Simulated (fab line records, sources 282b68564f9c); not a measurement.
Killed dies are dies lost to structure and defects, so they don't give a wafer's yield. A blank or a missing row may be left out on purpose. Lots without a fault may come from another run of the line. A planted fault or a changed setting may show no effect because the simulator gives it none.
fab line records | flow rit_cmos
record lots=5 wafers=15 last_day=7
route steps=202 shown CONTACT@173 M1@184
lots that met no fault: from a run of the same line without faults
start_h: hours from the record's first day to the start of the lot's first wafer shown | wait_h: hours since the lot's step before | " the same as in the row above | L1.1+2: a row that stands for several wafers | - no value, or no start given | * or withheld: withheld | < > ~ a bound
route shown NAME@n: a module of which the file shows steps, and the number in the route of the first | usual: mean/standard deviation of fault-free wafers | same: alike in all rows | chamber/n: place in a boat | sites: the reading at each site | _std_site: their standard deviation | _edge_site: outer sites' mean less inner sites' | radius_mm: how far each site lies from the wafer's centre | mask NAME#n: copy n | behind: the tool/chamber that last shaped the wafer | hold: why the lot was held/for how many hours/how that ended | device: the transistor (n, p or np) that didn't switch | end of line: the same wafers' tests at the end of the route | a step without rows: its recipe alone | killed: dies lost to structure and defects at the first sort, not the wafer's yield | map: a wafer's dies, x killed, . not, _ none there
set.NAME: the setting as run; set.NAME@STEP: as run at that earlier step | model.NAME: the simulator's own value behind a step, which no gauge read
lots at some steps of the route; a table a step, a row a wafer
services: from which hour (start_h, from the record's first day; less than 0 if before it) a tool's chamber was out of use, for how many hours, and why
## steps
# step RIT_CONTACT_EXPOSE_05
# recipe mask_id=M11 na=0.6 source_shape=conventional sigma_outer=0.5 target_cd_nm=1000 dose_mj=250
# columns lot.wafer tool chamber start_h wait_h mask
L078.2+3+6 iline_stepper-02 0 72.11 0.1 M11#0
L088.1+2+4 iline_stepper-02 0 122.25 0.2 M11#0
L092.1+2+5 iline_stepper-02 0 149.03 0.3 M11#0
L093.1+5+6 iline_stepper-02 0 162.19 0.1 M11#0
L094.1+5+6 iline_stepper-02 0 172.93 0.1 M11#0
# step RIT_CONTACT_PEB_06
# recipe resist=NOVOLAK temp_c=withheld time_s=withheld
# usual chill_plate_temp_C=*
# columns lot.wafer tool chamber start_h wait_h chill_plate_temp_C
L078.2 litho_track-01 0 72.23 0.1 *
L078.3 " 0 " " *
L078.6 " 0 " " *
L088.1 litho_track-03 0 122.36 0.1 *
L088.2 " 0 " " *
L088.4 " 0 " " *
L092.1 litho_track-01 0 149.14 0.1 *
L092.2 " 0 " " *
L092.5 " 0 " " *
L093.1 litho_track-01 0 162.31 0.1 *
L093.5 " 0 " " *
L093.6 " 0 " " *
L094.1 litho_track-01 0 173.05 0.1 *
L094.5 " 0 " " *
L094.6 " 0 " " *
# step RIT_CONTACT_DEVELOP_07
# recipe resist=NOVOLAK develop_time_s=120 dev_temp_c=22.41
# usual chill_plate_temp_C=22.99/0.1
# columns lot.wafer tool chamber start_h wait_h chill_plate_temp_C
L078.2 litho_track-01 0 - - 22.78
L078.3 " 0 " " 22.96
L078.6 " 0 " " 22.86
L088.1 litho_track-03 0 - - 22.76
L088.2 " 0 " " 22.84
L088.4 " 0 " " 22.95
L092.1 litho_track-01 0 - - 22.96
L092.2 " 0 " " 22.97
L092.5 " 0 " " 22.82
L093.1 litho_track-01 0 - - 22.83
L093.5 " 0 " " 22.83
L093.6 " 0 " " 22.98
L094.1 litho_track-01 0 - - 22.88
L094.5 " 0 " " 22.99
L094.6 " 0 " " 22.94
# step RIT_CONTACT_CD_MEAS_08
# recipe target_cd_nm=1000
# usual cd_nm=999.6/2.2
# columns lot.wafer tool chamber start_h wait_h cd_nm
L078.2 cd_sem-01 - 72.62 - 1002.8
L078.3 " - " " 1004.2
L078.6 " - " " 1003.4
L088.1 cd_sem-02 - 122.76 - 1001.2
L088.2 " - " " 1002.3
L088.4 " - " " 999.0
L092.1 cd_sem-01 - 149.54 - 998.2
L092.2 " - " " 998.9
L092.5 " - " " 999.4
L093.1 cd_sem-02 - 162.71 - 998.4
L093.5 " - " " 999.5
L093.6 " - " " 998.5
L094.1 cd_sem-01 - 173.45 - 1002.1
L094.5 " - " " 998.6
L094.6 " - " " 1000.7
# step RIT_CONTACT_OVL_MEAS_09
# usual CONTACT_OVL=0.9/1.3
# columns lot.wafer tool chamber start_h wait_h CONTACT_OVL[nm]
L078.2 overlay-02 - 72.73 0.1 1.1
L078.3 " - " " 2.0
L078.6 " - " " 1.4
L088.1 overlay-01 - 122.88 0.1 1.2
L088.2 " - " " 1.8
L088.4 " - " " -0.1
L092.1 overlay-01 - 149.66 0.1 2.9
L092.2 " - " " 2.0
L092.5 " - " " 1.9
L093.1 overlay-02 - 162.83 0.1 2.5
L093.5 " - " " 4.7
L093.6 " - " " 4.7
L094.1 overlay-02 - 173.57 0.1 0.9
L094.5 " - " " 0.0
L094.6 " - " " 1.0
# step RIT_CONTACT_HARDBAKE_10
# recipe resist=NOVOLAK temp_c=140 time_s=60
# usual chill_plate_temp_C=23.00/0.093
# columns lot.wafer tool chamber start_h wait_h chill_plate_temp_C
L078.2 litho_track-01 0 72.78 0.0 23.07
L078.3 " 0 " " 23.10
L078.6 " 0 " " 23.10
L088.1 litho_track-02 0 122.92 0.0 23.05
L088.2 " 0 " " 23.00
L088.4 " 0 " " 23.03
L092.1 litho_track-01 0 149.70 0.0 22.96
L092.2 " 0 " " 22.99
L092.5 " 0 " " 23.06
L093.1 litho_track-02 0 162.86 0.0 23.06
L093.5 " 0 " " 23.09
L093.6 " 0 " " 23.05
L094.1 litho_track-02 0 173.61 0.0 22.99
L094.5 " 0 " " 22.88
L094.6 " 0 " " 22.86
# step RIT_CONTACT_ETCH_11
# recipe target_depth_a=4800 over_etch_frac=0.2 stop_on=TiSi2 chemistry=CHF3/CF4/Ar target=SiO2 CHF3_flow_sccm=50 cf4_flow_sccm=10 Ar_flow_sccm=100 O2_flow_sccm=5 pressure_mtorr=100 rf_w=200 time_s=320
# usual O2_flow_sccm=5.000/0.014 drypump_motor_current_A=5.5/0.4 oes_product_au=0.986/0.015 throttle_valve_pct=8.84/0.11
# columns lot.wafer tool chamber start_h wait_h O2_flow_sccm drypump_motor_current_A oes_product_au rf_hours_counter_h throttle_valve_pct
L078.2 rie_diel-01 1 72.91 0.1 4.985 5.6 0.961 85 8.72
L078.3 " 0 " " 4.991 5.9 0.994 42 8.99
L078.6 " 0 " " 5.001 5.9 0.998 - 8.97
L088.1 rie_diel-02 0 123.07 0.1 5.017 5.0 0.979 5 9.00
L088.2 " 2 " " 4.999 5.0 1.010 128 8.85
L088.4 " 1 " " 5.007 5.4 0.986 66 8.85
L092.1 rie_diel-01 3 149.85 0.1 4.973 5.8 0.983 24 8.66
L092.2 " 2 " " 5.019 6.4 0.966 101 8.95
L092.5 " 1 " " 4.971 5.6 0.954 - 8.71
L093.1 rie_diel-01 2 163.01 0.1 5.017 6.4 0.958 101 8.95
L093.5 " 0 " " 5.010 5.9 0.989 - 8.98
L093.6 " 3 " " 5.010 5.7 0.983 - 8.68
L094.1 rie_diel-02 3 173.76 0.1 4.974 5.7 0.980 28 8.74
L094.5 " 2 " " 5.023 5.0 1.015 - 8.83
L094.6 " 1 " " 5.001 5.4 0.993 - 8.83
# step RIT_CONTACT_STRIP_12
# recipe chemistry=O2 time_s=180 resist=NOVOLAK platen_temp_c=withheld power_w=500 pressure_mtorr=4000 o2_flow_sccm=4000
# usual drypump_motor_current_A=5.9/0.42 rf_refl_power_W=7.3/1.2
# columns lot.wafer tool chamber start_h wait_h drypump_motor_current_A rf_hours_counter_h rf_refl_power_W
L078.2 plasma_asher-02 0 73.10 0.1 6.4 45 7.7
L078.3 " 1 " " 5.4 - 7.5
L078.6 " 0 " " 6.4 - 7.6
L088.1 plasma_asher-03 0 123.26 0.1 6.3 47 5.7
L088.2 " 1 " " 6.1 47 8.0
L088.4 " 1 " " 6.1 - 8.0
L092.1 plasma_asher-02 1 150.04 0.1 5.4 3 7.4
L092.2 " 0 " " 6.4 3 7.8
L092.5 " 1 " " 5.4 - 7.4
L093.1 plasma_asher-02 0 163.21 0.1 6.4 3 7.5
L093.5 " 1 " " 5.4 - 7.8
L093.6 " 0 " " 6.4 - 7.8
L094.1 plasma_asher-02 1 173.95 0.1 5.4 4 7.7
L094.5 " 0 " " 6.4 - 7.4
L094.6 " 1 " " 5.4 - 7.3
# step RIT_CONTACT_CD_MEAS_90
# recipe target_cd_nm=1000
# usual cd_nm=999.6/2.2
# columns lot.wafer tool chamber start_h wait_h cd_nm
L078.2 cd_sem-02 - 73.30 0.1 1002.5
L078.3 " - " " 1004.6
L078.6 " - " " 1004.8
L088.1 cd_sem-01 - 123.44 0.1 1001.4
L088.2 " - " " 1003.2
L088.4 " - " " 999.1
L092.1 cd_sem-01 - 150.22 0.1 997.6
L092.2 " - " " 998.9
L092.5 " - " " 999.5
L093.1 cd_sem-01 - 163.38 0.1 998.6
L093.5 " - " " 999.9
L093.6 " - " " 998.1
L094.1 cd_sem-02 - 174.12 0.1 1002.5
L094.5 " - " " 998.9
L094.6 " - " " 1000.7
# step RIT_CONTACT_CLEAN_13
# recipe chemistry=SC1 mix=3:3:50 time_s=600 temp_c=75
# columns lot.wafer tool chamber start_h wait_h
L078.2+3+6 wet_bench-02 1 73.40 0.1
L088.1+2+4 wet_bench-02 1 123.56 0.1
L092.1+2+5 wet_bench-03 3 150.34 0.1
L093.1+5+6 wet_bench-02 2 163.50 0.1
L094.1+5+6 wet_bench-02 1 174.24 0.1
# step RIT_CONTACT_CLEAN_14
# recipe chemistry=SC2 mix=3:3:50 time_s=600 temp_c=75 dry=n2_spin
# columns lot.wafer tool chamber start_h wait_h
L078.2+3+6 wet_bench-01 3 73.57 0.0
L088.1+2+4 wet_bench-03 2 123.73 0.0
L092.1+2+5 wet_bench-02 3 150.53 0.0
L093.1+5+6 wet_bench-01 3 163.68 0.0
L094.1+5+6 wet_bench-01 1 174.42 0.0
# step RIT_M1_SPUTTER_00
# recipe material=Al target_thk_nm=400 power_w=2000 chamber_pressure_pa=0.4 gas=Ar time_s=500 substrate_temp_c=25
# usual throttle_valve_pct=29.7/1.2
# columns lot.wafer tool chamber start_h wait_h throttle_valve_pct
L078.2 pvd_sputter-02 - 73.78 0.0 28.5
L078.3 " - " " 29.2
L078.6 " - " " 28.7
L088.1 pvd_sputter-01 - 123.91 0.0 32.4
L088.2 " - " " 27.6
L088.4 " - " " 29.6
L092.1 pvd_sputter-01 - 150.70 0.0 31.9
L092.2 " - " " 29.5
L092.5 " - " " 32.2
L093.1 pvd_sputter-04 - 163.85 0.0 30.3
L093.5 " - " " 28.8
L093.6 " - " " 30.8
L094.1 pvd_sputter-02 - 174.59 0.0 30.7
L094.5 " - " " 29.0
L094.6 " - " " 28.5
# step RIT_M1_RS_MEAS_01
# recipe thk_meas_gauge=four-point-probe reads=Al_of_M1_SPUTTER_00
# usual M1_AL_RS=0.0735/0.00083
# columns lot.wafer tool chamber start_h wait_h M1_AL_RS[ohm/sq]
L078.2 film_metro-01 - 74.10 0.2 0.0741
L078.3 " - " " 0.0738
L078.6 " - " " 0.0749
L088.1 film_metro-04 - 124.20 0.1 0.0741
L088.2 " - " " 0.0743
L088.4 " - " " 0.0744
L092.1 film_metro-02 - 151.00 0.1 0.0737
L092.2 " - " " 0.0738
L092.5 " - " " 0.0731
L093.1 film_metro-01 - 164.15 0.1 0.0733
L093.5 " - " " 0.0732
L093.6 " - " " 0.0728
L094.1 film_metro-04 - 174.89 0.1 0.0743
L094.5 " - " " 0.0744
L094.6 " - " " 0.0739
# step RIT_M1_THK_MEAS_02
# recipe thk_meas_gauge=xrf reads=Al_of_M1_SPUTTER_00
# usual M1_AL_THK=407/4.9
# columns lot.wafer tool chamber start_h wait_h M1_AL_THK[nm]
L078.2 film_metro-01 - 74.21 0.1 401
L078.3 " - " " 402
L078.6 " - " " 400
L088.1 film_metro-04 - 124.32 0.1 404
L088.2 " - " " 404
L088.4 " - " " 401
L092.1 film_metro-02 - 151.12 0.1 406
L092.2 " - " " 407
L092.5 " - " " 411
L093.1 film_metro-01 - 164.27 0.1 407
L093.5 " - " " 406
L093.6 " - " " 411
L094.1 film_metro-04 - 175.01 0.1 404
L094.5 " - " " 403
L094.6 " - " " 404
# step RIT_M1_HMDS_03
# recipe prime_time_s=60 prime_temp_c=140
# usual chill_plate_temp_C=22.99/0.1
# columns lot.wafer tool chamber start_h wait_h chill_plate_temp_C
L078.2 litho_track-03 0 74.28 0.1 23.01
L078.3 " 0 " " 23.13
L078.6 " 0 " " 23.03
L088.1 litho_track-02 0 124.38 0.1 23.16
L088.2 " 0 " " 23.11
L088.4 " 0 " " 23.01
L092.1 litho_track-02 0 151.18 0.1 22.96
L092.2 " 0 " " 23.11
L092.5 " 0 " " 23.15
L093.1 litho_track-03 0 164.50 0.2 22.90
L093.5 " 0 " " 22.93
L093.6 " 0 " " 22.89
L094.1 litho_track-03 0 175.07 0.1 22.94
L094.5 " 0 " " 23.03
L094.6 " 0 " " 23.13
# step RIT_M1_COAT_04
# recipe resist=NOVOLAK spin_rpm=2000 resist_thk_nm=1300
# usual chill_plate_temp_C=22.96/0.1 dispense_pressure_kPa=52/4.4
# columns lot.wafer tool chamber start_h wait_h chill_plate_temp_C dispense_pressure_kPa
L078.2 litho_track-03 0 74.43 0.1 22.91 49
L078.3 " 0 " " 22.97 49
L078.6 " 0 " " 22.88 49
L088.1 litho_track-02 0 124.53 0.1 22.86 59
L088.2 " 0 " " 22.96 59
L088.4 " 0 " " 22.85 59
L092.1 litho_track-02 0 151.33 0.1 23.20 59
L092.2 " 0 " " 22.99 59
L092.5 " 0 " " 23.03 59
L093.1 litho_track-03 0 164.65 0.1 22.98 49
L093.5 " 0 " " 23.14 49
L093.6 " 0 " " 22.98 49
L094.1 litho_track-03 0 175.22 0.1 22.95 49
L094.5 " 0 " " 23.00 49
L094.6 " 0 " " 22.96 49
# step RIT_M1_SOFTBAKE_05
# recipe resist=NOVOLAK temp_c=90 time_s=60
# usual chill_plate_temp_C=23.00/0.12
# columns lot.wafer tool chamber start_h wait_h chill_plate_temp_C
L078.2 litho_track-03 0 74.58 0.1 22.82
L078.3 " 0 " " 22.87
L078.6 " 0 " " 22.84
L088.1 litho_track-02 0 124.68 0.1 22.90
L088.2 " 0 " " 22.99
L088.4 " 0 " " 22.94
L092.1 litho_track-02 0 151.48 0.1 23.00
L092.2 " 0 " " 22.93
L092.5 " 0 " " 22.94
L093.1 litho_track-03 0 164.80 0.1 23.06
L093.5 " 0 " " 23.20
L093.6 " 0 " " 23.13
L094.1 litho_track-03 0 175.37 0.1 23.09
L094.5 " 0 " " 22.88
L094.6 " 0 " " 23.01
# step RIT_M1_EXPOSE_06
# recipe mask_id=M12 na=0.6 source_shape=conventional sigma_outer=0.5 target_cd_nm=2600 dose_mj=250
# columns lot.wafer tool chamber start_h wait_h mask
L078.2+3+6 iline_stepper-01 0 74.73 0.1 M12#0
L088.1+2+4 iline_stepper-01 0 124.96 0.2 M12#0
L092.1+2+5 iline_stepper-01 0 151.75 0.2 M12#0
L093.1+5+6 iline_stepper-01 0 164.95 0.1 M12#0
L094.1+5+6 iline_stepper-01 0 175.52 0.1 M12#0
# step RIT_M1_PEB_07
# recipe resist=NOVOLAK temp_c=withheld time_s=withheld
# usual chill_plate_temp_C=*
# columns lot.wafer tool chamber start_h wait_h chill_plate_temp_C
L078.2 litho_track-03 0 74.85 0.1 *
L078.3 " 0 " " *
L078.6 " 0 " " *
L088.1 litho_track-03 0 125.07 0.1 *
L088.2 " 0 " " *
L088.4 " 0 " " *
L092.1 litho_track-02 0 151.87 0.1 *
L092.2 " 0 " " *
L092.5 " 0 " " *
L093.1 litho_track-02 0 165.07 0.1 *
L093.5 " 0 " " *
L093.6 " 0 " " *
L094.1 litho_track-04 0 175.64 0.1 *
L094.5 " 0 " " *
L094.6 " 0 " " *
# step RIT_M1_DEVELOP_08
# recipe resist=NOVOLAK develop_time_s=68 dev_temp_c=24.09
# usual chill_plate_temp_C=23.01/0.1
# columns lot.wafer tool chamber start_h wait_h chill_plate_temp_C
L078.2 litho_track-03 0 - - 22.91
L078.3 " 0 " " 23.04
L078.6 " 0 " " 23.11
L088.1 litho_track-03 0 - - 23.00
L088.2 " 0 " " 23.21
L088.4 " 0 " " 23.19
L092.1 litho_track-02 0 - - 23.01
L092.2 " 0 " " 23.04
L092.5 " 0 " " 23.02
L093.1 litho_track-02 0 - - 22.85
L093.5 " 0 " " 22.85
L093.6 " 0 " " 22.92
L094.1 litho_track-04 0 - - 23.07
L094.5 " 0 " " 23.16
L094.6 " 0 " " 23.02
# step RIT_M1_CD_MEAS_09
# recipe target_cd_nm=2600
# usual cd_nm=2599.4/2.4
# columns lot.wafer tool chamber start_h wait_h cd_nm
L078.2 cd_sem-01 - 75.16 - 2603.4
L078.3 " - " " 2603.9
L078.6 " - " " 2604.3
L088.1 cd_sem-02 - 125.39 - 2602.0
L088.2 " - " " 2600.7
L088.4 " - " " 2601.9
L092.1 cd_sem-02 - 152.18 - 2599.1
L092.2 " - " " 2598.2
L092.5 " - " " 2597.0
L093.1 cd_sem-01 - 165.38 - 2601.1
L093.5 " - " " 2598.0
L093.6 " - " " 2602.4
L094.1 cd_sem-01 - 175.95 - 2594.3
L094.5 " - " " 2595.6
L094.6 " - " " 2592.8
# step RIT_M1_OVL_MEAS_10
# usual M1_OVL=0.9/1.4
# columns lot.wafer tool chamber start_h wait_h M1_OVL[nm]
L078.2 overlay-01 - 75.26 0.1 2.1
L078.3 " - " " 1.2
L078.6 " - " " 1.1
L088.1 overlay-02 - 125.51 0.1 -1.4
L088.2 " - " " 0.8
L088.4 " - " " 0.0
L092.1 overlay-01 - 152.30 0.1 1.4
L092.2 " - " " 3.6
L092.5 " - " " 2.2
L093.1 overlay-02 - 165.50 0.1 1.1
L093.5 " - " " 1.4
L093.6 " - " " 2.8
L094.1 overlay-01 - 176.07 0.1 2.0
L094.5 " - " " -0.5
L094.6 " - " " 2.4
# step RIT_M1_HARDBAKE_11
# recipe resist=NOVOLAK temp_c=140 time_s=120
# usual chill_plate_temp_C=23.00/0.12
# columns lot.wafer tool chamber start_h wait_h chill_plate_temp_C
L078.2 litho_track-02 0 75.33 0.1 23.14
L078.3 " 0 " " 22.99
L078.6 " 0 " " 23.15
L088.1 litho_track-03 0 125.54 0.0 22.90
L088.2 " 0 " " 23.16
L088.4 " 0 " " 23.06
L092.1 litho_track-04 0 152.34 0.0 23.00
L092.2 " 0 " " 23.11
L092.5 " 0 " " 22.97
L093.1 litho_track-03 0 165.53 0.0 22.96
L093.5 " 0 " " 22.90
L093.6 " 0 " " 23.03
L094.1 litho_track-02 0 176.11 0.0 22.95
L094.5 " 0 " " 23.02
L094.6 " 0 " " 22.92
# step RIT_M1_METAL_ETCH_12
# recipe stop_on=SiO2 chemistry=Cl2/BCl3 target=Al time_s=165 over_etch_frac=0.5 pressure_mtorr=100 target_depth_a=6000 rf_w=250 Cl2_flow_sccm=60 bcl3_flow_sccm=50
# usual drypump_motor_current_A=5.5/0.39 oes_product_au=0.784/0.0079 throttle_valve_pct=8.27/0.055
# columns lot.wafer tool chamber start_h wait_h drypump_motor_current_A oes_product_au rf_hours_counter_h throttle_valve_pct
L078.2 rie_metal-01 0 75.54 0.2 5.3 0.768 0.7 8.30
L078.3 " 0 " " 5.3 0.769 - 8.31
L078.6 " 0 " " 5.3 0.766 - 8.30
L088.1 rie_metal-02 1 125.79 0.2 6.3 0.790 5.2 8.38
L088.2 " 0 " " 5.6 0.783 5.2 8.22
L088.4 " 0 " " 5.6 0.783 - 8.23
L092.1 rie_metal-01 1 152.59 0.2 5.4 0.783 1.6 8.21
L092.2 " 0 " " 5.3 0.778 1.6 8.31
L092.5 " 0 " " 5.3 0.781 - 8.30
L093.1 rie_metal-03 1 165.78 0.2 5.0 0.789 3.1 8.28
L093.5 " 1 " " 5.0 0.785 - 8.28
L093.6 " 0 " " 5.5 0.780 - 8.25
L094.1 rie_metal-02 0 176.36 0.2 5.6 0.790 5.8 8.23
L094.5 " 1 " " 6.3 0.783 - 8.37
L094.6 " 0 " " 5.6 0.779 - 8.21
# step RIT_M1_STRIP_13
# recipe chemistry=nmp resist=NOVOLAK temp_c=80 time_s=600 dry=n2_spin
# columns lot.wafer tool chamber start_h wait_h
L078.2+3+6 wet_bench-02 1 75.71 0.1
L088.1+2+4 wet_bench-04 1 125.96 0.1
L092.1+2+5 wet_bench-01 1 152.75 0.1
L093.1+5+6 wet_bench-04 2 165.96 0.1
L094.1+5+6 wet_bench-04 3 176.52 0.1
# step RIT_M1_STRIP_14
# recipe chemistry=O2 time_s=180 platen_temp_c=withheld power_w=500 pressure_mtorr=4000 o2_flow_sccm=4000
# usual drypump_motor_current_A=5.7/0.47 rf_refl_power_W=6.8/1.1
# columns lot.wafer tool chamber start_h wait_h drypump_motor_current_A rf_hours_counter_h rf_refl_power_W
L078.2 plasma_asher-04 0 75.88 0.0 5.2 31 7.3
L078.3 " 0 " " 5.2 - 7.1
L078.6 " 0 " " 5.2 - 7.3
L088.1 plasma_asher-04 1 126.13 0.0 5.3 36 5.2
L088.2 " 0 " " 5.2 36 7.0
L088.4 " 1 " " 5.3 - 5.2
L092.1 plasma_asher-03 1 152.93 0.0 6.1 48 7.9
L092.2 " 0 " " 6.3 48 5.8
L092.5 " 1 " " 6.1 - 7.9
L093.1 plasma_asher-03 0 166.14 0.0 6.3 49 6.1
L093.5 " 0 " " 6.2 - 5.9
L093.6 " 1 " " 6.1 - 8.1
L094.1 plasma_asher-02 0 176.69 0.0 6.4 4 7.5
L094.5 " 0 " " 6.4 - 7.8
L094.6 " 1 " " 5.4 - 7.6
# step RIT_M1_CD_MEAS_90
# recipe target_cd_nm=2600
# usual cd_nm=2599.1/2.7
# columns lot.wafer tool chamber start_h wait_h cd_nm
L078.2 cd_sem-01 - 76.08 0.1 2602.2
L078.3 " - " " 2601.5
L078.6 " - " " 2603.7
L088.1 cd_sem-01 - 126.31 0.1 2602.4
L088.2 " - " " 2598.9
L088.4 " - " " 2600.6
L092.1 cd_sem-01 - 153.10 0.1 2600.9
L092.2 " - " " 2597.4
L092.5 " - " " 2597.9
L093.1 cd_sem-01 - 166.31 0.1 2600.9
L093.5 " - " " 2598.1
L093.6 " - " " 2600.0
L094.1 cd_sem-02 - 176.87 0.1 2591.8
L094.5 " - " " 2594.2
L094.6 " - " " 2591.3
# step RIT_M1_ANNEAL_15
# recipe temp_c=450 time_s=1800 ambient=forming_gas_H2N2
# usual tube_center_temp_C_max=451.18/0.19
# columns lot.wafer tool chamber start_h wait_h tube_center_temp_C_max
L078.2 furnace-02 0 76.18 0.1 451.12
L078.3 " 0 " " 451.13
L078.6 " 0 " " 450.91
L088.1 furnace-02 0 126.43 0.1 450.96
L088.2 " 0 " " 451.49
L088.4 " 0 " " 451.29
L092.1 furnace-02 0 154.64 1.5 451.17
L092.2 " 0 " " 450.99
L092.5 " 0 " " 450.94
L093.1 furnace-02 0 166.43 0.1 451.64
L093.5 " 0 " " 451.19
L093.6 " 0 " " 451.15
L094.1 furnace-02 0 176.99 0.1 451.03
L094.5 " 0 " " 451.14
L094.6 " 0 " " 451.57
# step RIT_M1_BOW_MEAS_16
# recipe mode=bow
# usual M1_BOW=17/6.7
# columns lot.wafer tool chamber start_h wait_h M1_BOW[um]
L078.2 film_metro-01 - 77.70 0.0 15
L078.3 " - " " 12
L078.6 " - " " 24
L088.1 film_metro-02 - 127.93 0.0 10
L088.2 " - " " 18
L088.4 " - " " 17
L092.1 film_metro-04 - 156.14 0.0 21
L092.2 " - " " 14
L092.5 " - " " 9
L093.1 film_metro-02 - 167.93 0.0 10
L093.5 " - " " 16
L093.6 " - " " 19
L094.1 film_metro-04 - 178.49 0.0 6
L094.5 " - " " 14
L094.6 " - " " 20
# step RIT_M1_PROBE_99
# usual defect_limited_yield=97.3/1.2 killed_at_M0_to_M3=0.0/0.083 killed_at_contacts=0.1/0.25 killed_at_front_end=7/3.3 killed_dies=7/3.2 killed_open=3.6/2.2 killed_short=3.5/2 sort_bin_3_pad_short=0.2/0.24 sort_bin_5_function=1.5/0.88 sort_bin_6_memory=1.0/0.68 sort_n_pass=257/3.2 sort_yield_pct=97.3/1.2
# same gross_dies=264 killed_at_M4_up=0 killed_at_back_side=0 killed_at_other=0
# columns lot.wafer tool chamber start_h wait_h defect_limited_yield[%] killed_at_M0_to_M3 killed_at_contacts killed_at_front_end killed_dies killed_open killed_short sort_bin_3_pad_short[%] sort_bin_5_function[%] sort_bin_6_memory[%] sort_n_pass sort_yield_pct[%]
L078.2 prober-02 - 77.85 0.1 98.5 0 0 4 4 1 2 0.4 1.1 0 260 98.5
L078.3 prober-02 - 77.90 0.2 97.3 1 0 6 7 5 2 0 1.5 1.1 257 97.3
L078.6 prober-02 - 78.05 0.2 97.7 0 0 6 6 3 2 0 2.3 0 258 97.7
L088.1 prober-02 - 128.05 0.1 95.5 0 0 12 12 5 7 0.4 2.7 1.5 252 95.5
L088.2 prober-02 - 128.10 0.1 97.7 0 0 6 6 3 3 0.4 1.1 0.8 258 97.7
L088.4 prober-02 - 128.20 0.2 94.3 0 0 15 15 6 9 0.8 2.7 2.3 249 94.3
L092.1 prober-02 - 156.26 0.1 97.3 0 0 7 7 3 4 0.8 0.8 1.1 257 97.3
L092.2 prober-02 - 156.31 0.1 97.0 0 0 8 8 3 5 0.4 2.3 0.4 256 97.0
L092.5 prober-02 - 156.46 0.2 98.5 0 0 4 4 1 3 0.8 0.4 0.4 260 98.5
L093.1 prober-01 - 168.05 0.1 97.0 0 0 8 8 2 6 0.4 1.1 1.5 256 97.0
L093.5 prober-01 - 168.25 0.2 98.1 0 0 5 5 0 5 0.4 1.1 0.4 259 98.1
L093.6 prober-01 - 168.30 0.2 96.2 0 0 10 10 7 3 0 2.3 1.5 254 96.2
L094.1 prober-02 - 178.61 0.1 96.2 0 0 10 10 5 5 0.4 2.3 1.1 254 96.2
L094.5 prober-02 - 178.81 0.2 99.6 0 0 1 1 1 0 0 0.4 0 263 99.6
L094.6 prober-02 - 178.86 0.2 98.5 0 1 3 4 2 2 0 1.1 0.4 260 98.5
# killed by level:class
L078.2 FOX2:geometric_particle:open=1 GATE:geometric_particle:short=1 SILICIDE:geometric_particle:short=1 ACTIVE:coat_microbubble_printed=1
L078.3 REOX:geometric_particle:short=2 SPACER:geometric_particle:open=2 FOX1:geometric_particle:open=1 FOX2:geometric_particle:open=1 M1:geometric_particle:open=1
L078.6 SPACER:geometric_particle:short=2 SPACER:geometric_particle:open=2 FOX1:geometric_particle:open=1 ACTIVE:coat_microbubble_printed=1
L088.1 GATE:geometric_particle:short=5 GATE:geometric_particle:open=4 REOX:geometric_particle:open=1 REOX:geometric_particle:short=1 SPACER:geometric_particle:short=1
L088.2 GATE:geometric_particle:open=3 SPACER:geometric_particle:short=2 GATE:geometric_particle:short=1
L088.4 GATE:geometric_particle:short=5 GATE:geometric_particle:open=5 REOX:geometric_particle:short=2 SPACER:geometric_particle:short=2 REOX:geometric_particle:open=1
L092.1 GATE:geometric_particle:short=3 GATE:geometric_particle:open=2 ACTIVE:geometric_particle:short=1 SILICIDE:geometric_particle:open=1
L092.2 GATE:geometric_particle:short=3 FOX2:geometric_particle:open=2 FOX2:geometric_particle:short=1 GATE:geometric_particle:open=1 SPACER:geometric_particle:short=1
L092.5 GATE:geometric_particle:short=2 FOX1:geometric_particle:short=1 SPACER:geometric_particle:open=1
L093.1 ACTIVE:geometric_particle:short=2 FOX1:geometric_particle:short=2 FOX1:geometric_particle:open=1 GATE:geometric_particle:short=1 GATE:geometric_particle:open=1 SPACER:geometric_particle:short=1
L093.5 GATE:geometric_particle:short=3 FOX2:geometric_particle:short=1 SILICIDE:geometric_particle:short=1
L093.6 GATE:geometric_particle:open=3 SPACER:geometric_particle:open=2 FOX1:geometric_particle:open=1 GATE:geometric_particle:short=1 SPACER:geometric_particle:short=1 SILICIDE:geometric_particle:open=1 SILICIDE:geometric_particle:short=1
L094.1 FOX1:geometric_particle:short=2 FOX1:geometric_particle:open=2 GATE:geometric_particle:short=1 GATE:geometric_particle:open=1 SPACER:geometric_particle:open=1 SPACER:geometric_particle:short=1 SILICIDE:geometric_particle:short=1 SILICIDE:geometric_particle:open=1
L094.5 SILICIDE:geometric_particle:open=1
L094.6 CONTACT:geometric_particle:open=1 FOX1:geometric_particle:short=1 GATE:geometric_particle:open=1 REOX:geometric_particle:short=1
## services
# columns tool chamber start_h hours kind
plasma_asher-02 - 57.74 2.3 repair
rie_metal-03 - 61.18 2.9 repair
pvd_sputter-01 - 65.23 1.4 repair
iline_stepper-02 - 66.17 2.1 pm
iline_stepper-02 - 68.25 - consumable_replace:lamp
wet_bench-04 - 81.17 38.2 pm
iline_stepper-01 - 83.48 1.7 pm
iline_stepper-02 - 99.51 1.7 pm
plasma_asher-03 - 102.36 0.6 repair
wet_bench-03 - 108.23 1.9 pm
plasma_asher-02 - 108.75 9.0 pm
plasma_asher-02 0 108.75 9.0 vent_cycle
plasma_asher-02 1 108.75 9.0 vent_cycle
plasma_asher-02 0 117.75 - clean
plasma_asher-02 1 117.75 - clean
rie_metal-03 - 122.00 14.6 pm
rie_metal-02 1 133.17 29.5 repair
rie_diel-01 2 135.91 7.5 repair
plasma_asher-04 - 142.29 2.6 repair
rie_metal-03 1 156.39 1.1 repair
pvd_sputter-01 - 173.69 9.4 repair
## key
fault none
